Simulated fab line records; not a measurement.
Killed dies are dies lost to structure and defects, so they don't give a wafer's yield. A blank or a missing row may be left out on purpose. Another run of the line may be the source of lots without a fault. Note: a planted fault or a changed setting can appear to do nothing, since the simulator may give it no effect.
Which tool did it? ; flow rit cmos ; 13 lots with 39 wafers sampled at 2 steps, on a route of 202 steps

== WHAT EACH GAUGE READ, for each wafer ==
No reading from a measuring or inspecting step in the record can be judged against a usual standard deviation.

== TOOL THAT RAN EACH LOT (tool first, then ch and the chambers of the sampled wafers, then the start) ==
lot;RIT_PSD_STRIP_09;RIT_M1_PROBE_99
L102;plasma asher-03 ch 0,1, day 3 12:11;prober-01, day 3 20:32
L103;plasma asher-02 ch 0,1, day 3 15:23;prober-02, day 3 23:46
L106;plasma asher-04 ch 0, day 4 02:26;prober-02, day 4 11:07
L105;plasma asher-03 ch 0,1, day 4 02:44;prober-01, day 4 12:37
L108;plasma asher-04 ch 0,1, day 4 15:17;prober-01, day 4 23:19
L109;plasma asher-04 ch 0,1, day 4 18:54;prober-02, day 5 03:03
L112;plasma asher-02 ch 0,1, day 5 10:18;prober-01, day 5 18:21
L113;plasma asher-03 ch 0,1, day 5 18:15;prober-02, day 6 02:09
L115;plasma asher-03 ch 1, day 6 02:47;prober-02, day 6 11:07
L121;plasma asher-02 ch 0,1, day 7 06:49;prober-02, day 7 14:44
L122;plasma asher-02 ch 0,1, day 7 11:06;prober-01, day 7 19:09
L123;plasma asher-04 ch 0, day 7 13:37;prober-02, day 7 21:37
L125;plasma asher-04 ch 0,1, day 8 01:28;prober-02, day 8 09:35
- RIT_PSD_STRIP_09: strips in O2, time 180 s.
- RIT_M1_PROBE_99

== WHAT THE TOOLS THEMSELVES READ (means of the sampled wafers that have a number; where no wafer has one, the mark that the record gives instead) ==
RIT_PSD_STRIP_09.
lot;tool;drypump motor current A (A);run length s (s)
L102;plasma asher-03;5.6;207.9
L103;plasma asher-02;5.9;208.3
L106;plasma asher-04;6.4;208.0
L105;plasma asher-03;5.6;207.7
L108;plasma asher-04;6.0;208.4
L109;plasma asher-04;6.2;208.2
L112;plasma asher-02;6.0;208.5
L113;plasma asher-03;5.6;208.0
L115;plasma asher-03;5.2;117.1
L121;plasma asher-02;6.0;208.4
L122;plasma asher-02;6.1;208.5
L123;plasma asher-04;6.4;207.9
L125;plasma asher-04;6.0;208.2

RIT_M1_PROBE_99.
lot;tool;killed_at_M0_to_M3;killed at contacts;killed at front end;killed dies;killed on rim;killed open;killed short
L102;prober-01;0.0;0.0;5.7;5.7;1.7;3.7;1.3
L103;prober-02;0.0;0.0;5.0;5.0;1.7;0.7;4.3
L106;prober-02;0.0;0.0;6.3;6.3;0.3;3.0;3.3
L105;prober-01;0.0;0.0;6.0;6.0;1.0;3.7;2.3
L108;prober-01;0.0;0.0;3.7;3.7;0.3;2.7;1.0
L109;prober-02;0.0;0.0;6.3;6.3;1.3;2.3;4.0
L112;prober-01;0.0;0.3;5.3;5.7;2.7;3.7;2.0
L113;prober-02;0.0;0.0;8.0;8.0;1.3;4.3;3.7
L115;prober-02;0.0;0.0;264.0;264.0;70.0;2.3;2.7
L121;prober-02;0.0;0.0;6.0;6.0;2.0;2.3;3.7
L122;prober-01;0.0;0.3;6.7;7.0;1.3;3.3;3.7
L123;prober-02;0.3;0.0;5.7;6.0;1.3;2.7;3.3
L125;prober-02;0.0;0.0;5.7;5.7;0.7;2.0;3.7

== THE ANSWER, worked out from the rows above alone ==
Rule: what is usual is taken from the lots themselves. The widest of any qualifying gaps counts: lots, ordered by their means at a reading, are off when they make up no more than a third of the lots, leave a main group of 4 or more, and stand apart from it by 3 or more times the standard deviation of that group's means. Not used: any main group whose means are identical at the precision the tables above print for the reading. Also off: a lot with no number at a reading for which 4 or more lots have one. The other lots that the step has rows for count as sound. Order of review: gauges by route order, followed by the tools' own readings, for which a lot's mean as printed above is used. The first step at which some lot is off is used, and at that step the reading that is off furthest; a lot without a number counts as furthest.
Off: L115 (RIT_PSD_STRIP_09, run length s). For the main group the mean is 208.2 s and the standard deviation 0.25.
A tool fits if, at that step or a process step before it, it ran every lot that is off, and no sound lot after the first of them. One fits: plasma asher-03 at RIT_PSD_STRIP_09. A fault onset in the window from L113 (day 5 18:15, its last sound lot) to L115 (day 6 02:47, its first lot off) fits.
The tool's own readings at RIT_PSD_STRIP_09 bear it out: on the lots that are off they differ by more than 5 times the standard deviation of the sound lots' means. run length s reads 117.1 s there against 208.2 s on the sound lots.

== WHAT THE SIMULATOR HAD INSERTED ==
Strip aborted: plasma asher-03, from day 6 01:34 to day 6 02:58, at RIT_PSD_STRIP_09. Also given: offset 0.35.
Struck lots among those shown: L115. The rule above found the same.
